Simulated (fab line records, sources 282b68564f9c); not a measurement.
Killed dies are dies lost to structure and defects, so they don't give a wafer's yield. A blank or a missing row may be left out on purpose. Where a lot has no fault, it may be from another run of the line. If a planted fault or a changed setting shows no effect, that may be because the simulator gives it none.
Shared-tool check || flow ritCmos || Sample size 14 lots and 42 wafers

== WHY IT WAS OPENED ==
2 of 14 lots carry a flag on the reading PLDD_TW at RIT_PLDD_TW_MEAS_10. No-fault wafers: 2387, standard deviation 13.
Rule: a lot is flagged when every wafer of it that has a number lies more than 4 standard deviations from that mean, or none has a number. The other lots count as sound.

{"lot": "L624", "measured": "day 2 22:11", "on": "filmMetro-03", "PLDD_TW, wafer by wafer": "2382 2375 2383", "flag": ""}
{"lot": "L625", "measured": "day 3 05:46", "on": "filmMetro-02", "PLDD_TW, wafer by wafer": "2373 2370 2391", "flag": ""}
{"lot": "L629", "measured": "day 4 02:05", "on": "filmMetro-03", "PLDD_TW, wafer by wafer": "30 30 30", "flag": "FLAGGED"}
{"lot": "L630", "measured": "day 4 05:49", "on": "filmMetro-04", "PLDD_TW, wafer by wafer": "31 31 31", "flag": "FLAGGED"}
{"lot": "L637", "measured": "day 5 17:20", "on": "filmMetro-03", "PLDD_TW, wafer by wafer": "2378 2381 2385", "flag": ""}
{"lot": "L638", "measured": "day 5 17:56", "on": "filmMetro-04", "PLDD_TW, wafer by wafer": "2402 2399 2409", "flag": ""}
{"lot": "L639", "measured": "day 6 05:38", "on": "filmMetro-04", "PLDD_TW, wafer by wafer": "2411 2403 2394", "flag": ""}
{"lot": "L640", "measured": "day 6 09:52", "on": "filmMetro-02", "PLDD_TW, wafer by wafer": "2384 2395 2379", "flag": ""}
{"lot": "L641", "measured": "day 6 14:52", "on": "filmMetro-04", "PLDD_TW, wafer by wafer": "2407 2403 2398", "flag": ""}
{"lot": "L643", "measured": "day 6 19:11", "on": "filmMetro-03", "PLDD_TW, wafer by wafer": "2387 2376 2369", "flag": ""}
{"lot": "L644", "measured": "day 7 05:03", "on": "filmMetro-04", "PLDD_TW, wafer by wafer": "2388 2393 2387", "flag": ""}
{"lot": "L645", "measured": "day 7 10:11", "on": "filmMetro-02", "PLDD_TW, wafer by wafer": "2397 2402 2381", "flag": ""}
{"lot": "L646", "measured": "day 7 14:56", "on": "filmMetro-04", "PLDD_TW, wafer by wafer": "2395 2387 2401", "flag": ""}
{"lot": "L647", "measured": "day 7 18:52", "on": "filmMetro-02", "PLDD_TW, wafer by wafer": "2399 2383 2388", "flag": ""}
On average the flagged lots read 30, which is -2356 against the usual, or -99 or more standard deviations.

== WHICH TOOL EACH LOT WENT THROUGH ==
The record keeps 1 process step preceding the reading, out of 202 steps on the route. Read each cell as the tool, then ch plus the chambers that the sampled wafers visited, then the start.
{"lot": "L624", "flag": "", "RIT_NLDD_STRIP_09": "plasmaAsher-03 ch 0,1, day 2 20:31"}
{"lot": "L625", "flag": "", "RIT_NLDD_STRIP_09": "plasmaAsher-04 ch 0,1, day 3 04:04"}
{"lot": "L629", "flag": "FLAGGED", "RIT_NLDD_STRIP_09": "plasmaAsher-01 ch 0,1, day 4 00:20"}
{"lot": "L630", "flag": "FLAGGED", "RIT_NLDD_STRIP_09": "plasmaAsher-03 ch 0,1, day 4 04:05"}
{"lot": "L637", "flag": "", "RIT_NLDD_STRIP_09": "plasmaAsher-01 ch 0,1, day 5 15:44"}
{"lot": "L638", "flag": "", "RIT_NLDD_STRIP_09": "plasmaAsher-04 ch 0,1, day 5 16:20"}
{"lot": "L639", "flag": "", "RIT_NLDD_STRIP_09": "plasmaAsher-04 ch 0,1, day 6 03:55"}
{"lot": "L640", "flag": "", "RIT_NLDD_STRIP_09": "plasmaAsher-03 ch 0,1, day 6 08:08"}
{"lot": "L641", "flag": "", "RIT_NLDD_STRIP_09": "plasmaAsher-04 ch 0,1, day 6 13:07"}
{"lot": "L643", "flag": "", "RIT_NLDD_STRIP_09": "plasmaAsher-01 ch 0,1, day 6 17:38"}
{"lot": "L644", "flag": "", "RIT_NLDD_STRIP_09": "plasmaAsher-03 ch 0,1, day 7 03:27"}
{"lot": "L645", "flag": "", "RIT_NLDD_STRIP_09": "plasmaAsher-04 ch 0,1, day 7 08:35"}
{"lot": "L646", "flag": "", "RIT_NLDD_STRIP_09": "plasmaAsher-03 ch 0,1, day 7 13:19"}
{"lot": "L647", "flag": "", "RIT_NLDD_STRIP_09": "plasmaAsher-04 ch 0,1, day 7 17:08"}
What these steps do:
- RIT_NLDD_STRIP_09: strips in O2, time 180 s.
- RIT_PLDD_TW_MEAS_10

== FLAGGED AGAINST TOTAL, ONE TOOL AT A TIME (gauges that did the reading follow at the end) ==
{"step": "RIT_NLDD_STRIP_09", "tool": "plasmaAsher-01", "lots run": 3, "flagged": 1, "share of the flagged lots": "some", "sound lots run after its first flagged lot": "2 (L637,L643)"}
{"step": "RIT_NLDD_STRIP_09", "tool": "plasmaAsher-03", "lots run": 5, "flagged": 1, "share of the flagged lots": "some", "sound lots run after its first flagged lot": "3 (L640,L644,L646)"}
{"step": "RIT_NLDD_STRIP_09", "tool": "plasmaAsher-04", "lots run": 6, "flagged": 0, "share of the flagged lots": "none", "sound lots run after its first flagged lot": "-"}
{"step": "RIT_PLDD_TW_MEAS_10", "tool": "filmMetro-02", "lots run": 4, "flagged": 0, "share of the flagged lots": "none", "sound lots run after its first flagged lot": "-"}
{"step": "RIT_PLDD_TW_MEAS_10", "tool": "filmMetro-03", "lots run": 4, "flagged": 1, "share of the flagged lots": "some", "sound lots run after its first flagged lot": "2 (L637,L643)"}
{"step": "RIT_PLDD_TW_MEAS_10", "tool": "filmMetro-04", "lots run": 6, "flagged": 1, "share of the flagged lots": "some", "sound lots run after its first flagged lot": "5 (L638,L639,L641,L644,L646)"}

== WHAT IS ALLOWED BY THE TABLE ==
No row of the table ran every flagged lot.

== WHAT THE SIMULATOR PUT IN ==
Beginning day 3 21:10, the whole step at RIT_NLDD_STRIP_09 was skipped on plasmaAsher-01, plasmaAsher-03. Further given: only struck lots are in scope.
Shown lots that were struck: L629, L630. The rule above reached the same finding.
